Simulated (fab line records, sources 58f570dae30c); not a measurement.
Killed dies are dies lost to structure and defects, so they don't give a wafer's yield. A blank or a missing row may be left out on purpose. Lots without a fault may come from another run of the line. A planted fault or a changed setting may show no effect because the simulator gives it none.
A struck lot beside a sound one | flow berkeley_cmos170 | 14 steps out of a route of 331
Sound: wafers L871.1, L871.5, L871.6. Struck: wafers L864.3, L864.4, L864.6. The cause comes at the end.
At each step with rows: each side's tool, then ch and its chambers, then its first start. Under that, the readings that differ: sound wafers | struck wafers | difference of the means | sigmas: that difference in standard deviations of wafers without a fault.
alike: readings whose means differ by less than 2 such deviations, and words and numbers that are the same on both sides. not compared: withheld readings, readings that some wafer has no value for, bounds like >300 that may hide the same value, and numbers for which the record gives no deviation and whose values overlap.
The two part at a step that has a row with sigmas, a row that says differs or no value, or rows on one side only. Numbers that don't overlap but have no deviation are shown without sigmas and don't part them. A reading that every wafer of one side lacks parts them only if that side has two wafers or more.

UCB170_M3_RS_MEAS_02: measures by four-point-probe.
  sound on film_metro-01, day 13 03:32; struck on film_metro-01, day 12 05:42
  alike: M3_AL_RS
UCB170_M3_THK_MEAS_03: measures by xrf.
  sound on film_metro-01, day 13 03:40; struck on film_metro-01, day 12 05:48
  alike: M3_AL_THK
then, 3 steps without rows for these wafers: UCB170_M3_HMDS_04 (prime time 60 s); UCB170_M3_COAT_05 (resist thk 900 nm); UCB170_M3_SOFTBAKE_06 (time 60 s).
UCB170_M3_STRIP_07: strips in O2.
  sound on plasma_asher-04 ch 0,1, day 13 04:44; struck on plasma_asher-03 ch 0,1, day 12 07:00
  alike: drypump_motor_current_A, oes_product_au, strip_time_to_endpoint_s
  not compared: rf_hours_counter_h
then, 3 steps without rows for these wafers: UCB170_M3_STRIP_08 (strips KrF in DMSO, time 600 s); UCB170_M3_COAT_09; UCB170_M3_COAT_10 (resist thk 900 nm).
UCB170_M3_SOFTBAKE_11: time 61.1 s.
  sound on litho_track-03 ch 0; struck on litho_track-03 ch 0
  alike: plate_sensor_t_centre_C, plate_sensor_t_edge_C
then, 2 steps without rows for these wafers: UCB170_M3_EXPOSE_12 (exposes mask METAL3, target cd 700 nm); UCB170_M3_PEB_13.
UCB170_M3_DEVELOP_14: develop time 45 s.
  sound on litho_track-01 ch 0, day 13 08:00; struck on litho_track-03, day 12 08:00
  no value came back on the struck wafers for chill_plate_temp_C (C), develop_time_s (s); on the sound wafers chill_plate_temp_C (C) reads 23.12 23.02 22.93
  reading                             | sound           | struck            | difference | sigmas
  model.KrF_of_M3_COAT_10.thk_nm (nm) | 886.3 885 886.3 | 898.9 900.6 899.2 | +13.7      |
UCB170_M3_CD_MEAS_15: target cd 700 nm.
  sound on cd_sem-02, day 13 08:28; struck on cd_sem-02, day 12 08:49
  reading    | sound             | struck | difference                    | sigmas
  cd_nm (nm) | 700.4 699.3 700.9 | - - -  | no value on the struck wafers |

WHERE THEY PART
First at UCB170_M3_DEVELOP_14; last, within this record, at UCB170_M3_CD_MEAS_15.

WHY: what the simulator had put in
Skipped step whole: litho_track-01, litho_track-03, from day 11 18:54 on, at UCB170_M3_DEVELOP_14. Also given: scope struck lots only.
